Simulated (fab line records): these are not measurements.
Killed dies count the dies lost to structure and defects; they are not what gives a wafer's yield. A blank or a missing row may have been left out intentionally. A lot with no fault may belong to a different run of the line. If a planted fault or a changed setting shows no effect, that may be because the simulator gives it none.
Split-lot study | flow berkeleyCmos170 | 5 lots, 23 wafers read, on a route of 331 steps

== ABOUT THE SPLIT ==
At UCB170_ACTIVE_EXPOSE_10 (exposes mask ACTIVE, target cd 1200 nm), the setting doseMj was moved away from the recipe's 20 on 10 of the 23 wafers read, by -4.5% to +6.5%. All remaining wafers had this setting at the recipe value.

== FROM THE SPLIT TO THE READING: what the file shows between them, 4 steps ==
- UCB170_ACTIVE_DEVELOP_12: develop time 45 s (also split here: developTimeS)
- UCB170_ACTIVE_CD_MEAS_13: target cd 1200 nm
- UCB170_ACTIVE_ETCH_15: etches Si3N4 in CH3F/Ar/O2, stops on SiO2, target depth 242 nm, time 151 s
- UCB170_ACTIVE_STRIP_16: strips in O2

== THE READING ==
cdNm, in nm, at UCB170_ACTIVE_CD_MEAS_90 (target cd 1200 nm). A value of 1199.8 nm with a standard deviation of 1.4 nm is what fault-free wafers of this fab line usually give.

wafer  | tool, chamber at the split | doseMj as run | against the recipe | cdNm, nm | against lot-mates on the recipe
L074.1 | krfScanner-01, 0           | 20            | recipe             | 1199.5   | -
L074.3 | krfScanner-01, 0           | 20            | recipe             | 1197.0   | -
L074.4 | krfScanner-01, 0           | 20            | recipe             | 1199.5   | -
L074.5 | krfScanner-01, 0           | 21.31         | +6.5%              | 1185.9   | -12.8
L074.6 | krfScanner-01, 0           | 21.31         | +6.5%              | 1187.7   | -11.0
L075.1 | krfScanner-02, 0           | 20            | recipe             | 1199.3   | -
L075.2 | krfScanner-02, 0           | 20            | recipe             | 1199.8   | -
L075.4 | krfScanner-02, 0           | 20            | recipe             | 1200.6   | -
L079.1 | krfScanner-02, 0           | 19.1          | -4.5%              | 1207.5   | +5.5
L079.2 | krfScanner-02, 0           | 19.1          | -4.5%              | 1208.6   | +6.5
L079.4 | krfScanner-02, 0           | 20            | recipe             | 1202.3   | -
L079.5 | krfScanner-02, 0           | 19.1          | -4.5%              | 1207.9   | +5.9
L079.6 | krfScanner-02, 0           | 20            | recipe             | 1201.8   | -
L081.1 | krfScanner-02, 0           | 20            | recipe             | 1198.1   | -
L081.2 | krfScanner-02, 0           | 19.5          | -2.5%              | 1203.5   | +4.2
L081.3 | krfScanner-02, 0           | 20            | recipe             | 1200.0   | -
L081.4 | krfScanner-02, 0           | 20            | recipe             | 1199.8   | -
L081.6 | krfScanner-02, 0           | 19.5          | -2.5%              | 1204.6   | +5.3
L084.1 | krfScanner-01, 0           | 20            | recipe             | 1201.4   | -
L084.2 | krfScanner-01, 0           | 19.23         | -3.8%              | 1209.0   | +8.0
L084.3 | krfScanner-01, 0           | 19.23         | -3.8%              | 1207.9   | +7.0
L084.4 | krfScanner-01, 0           | 20            | recipe             | 1200.5   | -
L084.5 | krfScanner-01, 0           | 19.23         | -3.8%              | 1208.7   | +7.8

THE FIT
A straight line over all 23 wafers: cdNm changes by -1.97 nm for each +1% of doseMj; r = -0.98; the points scatter about the line by 1.3 nm.
The same after taking each lot's own level away (the mean of its wafers on the recipe; 23 wafers): -1.72 nm for each +1%; r = -0.98; scatter 1.1 nm.
That fit puts the effect of the largest move of doseMj on the reading at 11 nm.
The lots' own levels span 1198.67 to 1202.05 nm, that is 2.4 times the standard deviation above.
Hence the slope depends on the lot-to-lot level, as the two fits are not the same.
Check: with one of the wafers moved furthest among these (+6.5%) left out of the fit, the line predicts -10.7 nm for it against its lot-mates. It came out at -12.8 nm against them.

== THE OTHER SPLITS THESE WAFERS WENT THROUGH ==
Before the reading, these wafers also passed through other splits. Each is held against what the fit with the lots' levels taken away leaves over:
other split on the same wafers        | wafers away from the commonest value | r with cdNm (lot level and that fit taken away)
UCB170_START_OXIDATION_02 oxTimeS     | 18                                   | +0.20
UCB170_PWELL_CVD_05 tempC             | 15                                   | +0.34
UCB170_ACTIVE_DEVELOP_12 developTimeS | 11                                   | -0.05

== THE WHOLE CHAIN: every reading that the file lists as answering this split, in the file's order ==
step                     | what it does                                                               | reading                                                      | change (the file's fit)              | r (the file's)
UCB170_ACTIVE_CD_MEAS_13 | target cd 1200 nm                                                          | cdNm                                                         | -1.74 nm for each +1% of the setting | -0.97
UCB170_ACTIVE_ETCH_15    | etches Si3N4 in CH3F/Ar/O2, stops on SiO2, target depth 242 nm, time 151 s | ACTIVE.cdNm (the simulator's own value, which no gauge read) | -1.73 nm for each +1% of the setting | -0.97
UCB170_ACTIVE_CD_MEAS_90 | target cd 1200 nm                                                          | cdNm                                                         | -1.74 nm for each +1% of the setting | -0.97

== FILE'S OWN FIT ==
cdNm changes by -1.74 nm for each +1% of doseMj, r = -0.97.
